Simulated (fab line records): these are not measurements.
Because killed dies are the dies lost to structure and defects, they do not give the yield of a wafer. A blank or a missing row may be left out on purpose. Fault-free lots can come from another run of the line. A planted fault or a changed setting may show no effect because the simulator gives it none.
2 desks looking at one fault + flow ritCmos + every desk sees just its own numbers, and what lay behind them comes last

== AT THE TOOL OWNER'S DESK: lithoTrack-01 ==
The tool's own readings at RIT_GATE_COAT_11 (resist thk 850 nm): means of the sampled wafers that have a number, for each lot that ran on this tool. A lot is out of limits, marked OUT, if its mean lies more than 4 standard deviations from the usual mean; the brackets give that distance.
Columns: A = exhaustPa at RIT_GATE_COAT_11, usual 45.0 Pa; B = spinSpeedRpm at RIT_GATE_COAT_11, usual 4250 rpm
| lot  | first seen here | A    | B              |
|------|-----------------|------|----------------|
| L661 | day 4 20:44     | 45.4 | 4249           |
| L663 | day 5 06:17     | 45.8 | 4140 (-34) OUT |
| L667 | day 6 01:06     | 45.5 | 4135 (-36) OUT |
Finding of this desk: L663, L667 out of limits; the first was L663 at day 5 06:17, on spinSpeedRpm at RIT_GATE_COAT_11. L661: within limits.

== AT THE METROLOGY DESK ==
Lot by lot, what the gauges showed, no matter which tool ran the lot: averages of those sampled wafers that carry a number. A lot is out of limits, marked OUT, if its mean lies more than 4 standard deviations from the usual mean; the brackets give that distance.
Columns: A = FIELD_OXIDE_LEFT_2_THK at RIT_FOX2_THK_MEAS_91, usual 262 nm; B = GATE_OXIDE_THK at RIT_GATE_THK_MEAS_07, usual 3.07 nm; C = GATE_POLY_THK at RIT_GATE_THK_MEAS_09, usual 249.6 nm; D = cdNm at RIT_GATE_CD_MEAS_16, usual 149.6 nm; E = GATE_OVL at RIT_GATE_OVL_MEAS_17, usual 0.6 nm
| lot  | first seen here | A   | B    | C     | D     | E    |
|------|-----------------|-----|------|-------|-------|------|
| L653 | day 3 01:52     | 255 | 3.04 | 248.6 | 148.4 | -0.4 |
| L661 | day 4 17:23     | 251 | 3.01 | 247.9 | 151.1 | 0.9  |
| L663 | day 5 02:59     | 267 | 3.08 | 247.2 | 152.3 | -0.9 |
| L667 | day 5 20:30     | 271 | 3.11 | 251.6 | 150.0 | 2.8  |
| L669 | day 6 07:45     | 270 | 3.15 | 248.0 | 147.2 | 0.6  |
| L670 | day 6 12:34     | 270 | 3.07 | 248.3 | 154.0 | 2.0  |
This desk found nothing out of limits on any of the 6 lots.

== PUT TOGETHER ==
The tool owner's desk could have raised an alarm at day 5 06:17, on L663, L667.
The metrology desk saw nothing out of limits.
The metrology desk has L663, L667 on record, within its limits.
The lots listed all ran RIT_GATE_COAT_11 on lithoTrack-01.

== WHAT THE SIMULATOR HAD INSERTED ==
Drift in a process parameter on lithoTrack-01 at RIT_GATE_COAT_11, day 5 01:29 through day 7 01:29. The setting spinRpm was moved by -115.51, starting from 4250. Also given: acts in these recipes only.
Struck lots among those shown: L663, L667.
Delay in hours, fault start to first out-of-limits reading, by desk: the tool owner's desk at 5.
